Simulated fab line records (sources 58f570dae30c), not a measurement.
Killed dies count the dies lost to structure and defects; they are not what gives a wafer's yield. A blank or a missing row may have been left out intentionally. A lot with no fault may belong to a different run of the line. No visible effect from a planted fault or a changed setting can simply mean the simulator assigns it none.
A struck lot beside a sound one + flow berkeley-cmos170 + 15 steps out of a route of 331
Sound: these wafers, L234.1, L234.2, L234.3. Wafers L237.2, L237.4, L237.6 were the ones struck. Last of all comes the cause.
For every step that has rows: the tool of each side, followed by ch and its chambers, followed by its first start. Under that, the readings that differ: sound wafers + struck wafers + difference of the means + sigmas: that difference in standard deviations of wafers without a fault.
alike: words and numbers the same on both sides, and readings whose means are apart by under 2 such deviations; not compared: readings that were withheld, readings missing a value for some wafer, numbers with overlapping values and no deviation given by the record, and bounds like >300 which may hide the same value.
The two part at a step that has a row with sigmas, a row that says differs or no value, or rows on one side only. Numbers that have no deviation but don't overlap get no sigmas and don't part them. A reading that every wafer of one side lacks parts them only if that side has two wafers or more.

UCB170_CONTACT_CD_MEAS_15 targets a cd of 700 nm.
  sound on cd-sem-01, day 9 08:55; struck on cd-sem-02, day 10 03:05
  alike: cd-nm
UCB170_CONTACT_OVL_MEAS_16:
  sound on overlay-01, day 9 09:02; struck on overlay-01, day 10 03:12
  alike: CONTACT_OVL
UCB170_CONTACT_ETCH_17: etches BARC in N2/H2.
  sound on rie-diel-01 ch 0,1,2, day 9 09:05; struck on rie-diel-03 ch 0,1, day 10 03:14
  alike: drypump-motor-current-A, oes-product-au, throttle-valve-pct
UCB170_CONTACT_ETCH_18: etches PSG in CHF3/CF4/Ar, stops on TiSi2, target depth 840 nm, time 195 s.
  sound: rie-diel-01 ch 0,1,2; struck: rie-diel-03 ch 0,1
  alike: drypump-motor-current-A, oes-product-au, throttle-valve-pct
  not compared: rf-hours-counter-h
UCB170_CONTACT_STRIP_19: strips in O2.
  sound on plasma-asher-04 ch 0,1, day 9 09:15; struck on plasma-asher-04 ch 0,1, day 10 03:23
  alike: drypump-motor-current-A, oes-product-au
  not compared: rf-hours-counter-h
UCB170_CONTACT_CD_MEAS_90 targets a cd of 700 nm.
  sound on cd-sem-02, day 9 09:21; struck on cd-sem-01, day 10 03:31
  alike: cd-nm
then, 1 step without rows for these wafers: UCB170_CONTACT_CLEAN_20 (cleans in SPM, time 600 s).
UCB170_M1_SPUTTER_00: material Al, target thk 600 nm, time 80 s.
  sound on pvd-sputter-03, day 9 09:38; struck on pvd-sputter-01, day 10 03:47
  alike: throttle-valve-pct
UCB170_M1_RS_MEAS_01: measures by four-point-probe.
  sound on film-metro-01, day 9 09:42; struck on film-metro-01, day 10 03:52
| reading           | sound                | struck               | difference | sigmas |
|-------------------|----------------------|----------------------|------------|--------|
| M1_AL_RS (ohm/sq) | 0.0492 0.0498 0.0495 | 0.0478 0.0488 0.0481 | -0.0013    | -3     |
UCB170_M1_THK_MEAS_02: measures by xrf.
  sound on film-metro-01, day 9 09:49; struck on film-metro-01, day 10 03:59
| reading        | sound       | struck      | difference | sigmas |
|----------------|-------------|-------------|------------|--------|
| M1_AL_THK (nm) | 593 586 595 | 617 601 608 | +17        | +3     |
then, 2 steps without rows for these wafers: UCB170_M1_COAT_03; UCB170_M1_COAT_04 (resist thk 900 nm).
UCB170_M1_SOFTBAKE_05: time 60 s.
  sound on litho-track-01 ch 0, day 9 10:00; struck on litho-track-01 ch 0, day 10 05:00
| reading          | sound             | struck               | difference | sigmas |
|------------------|-------------------|----------------------|------------|--------|
| run-length-s (s) | 89.24 89.23 89.17 | 100.51 100.33 100.37 | +11.19     | +80    |
then, 2 steps without rows for these wafers: UCB170_M1_EXPOSE_06 (exposes mask METAL1, target cd 700 nm); UCB170_M3_PROBE_99.

## WHERE THEY PART
Last at UCB170_M1_SOFTBAKE_05 as far as this record goes, first at UCB170_M1_RS_MEAS_01.

WHY: what had been put in by the simulator
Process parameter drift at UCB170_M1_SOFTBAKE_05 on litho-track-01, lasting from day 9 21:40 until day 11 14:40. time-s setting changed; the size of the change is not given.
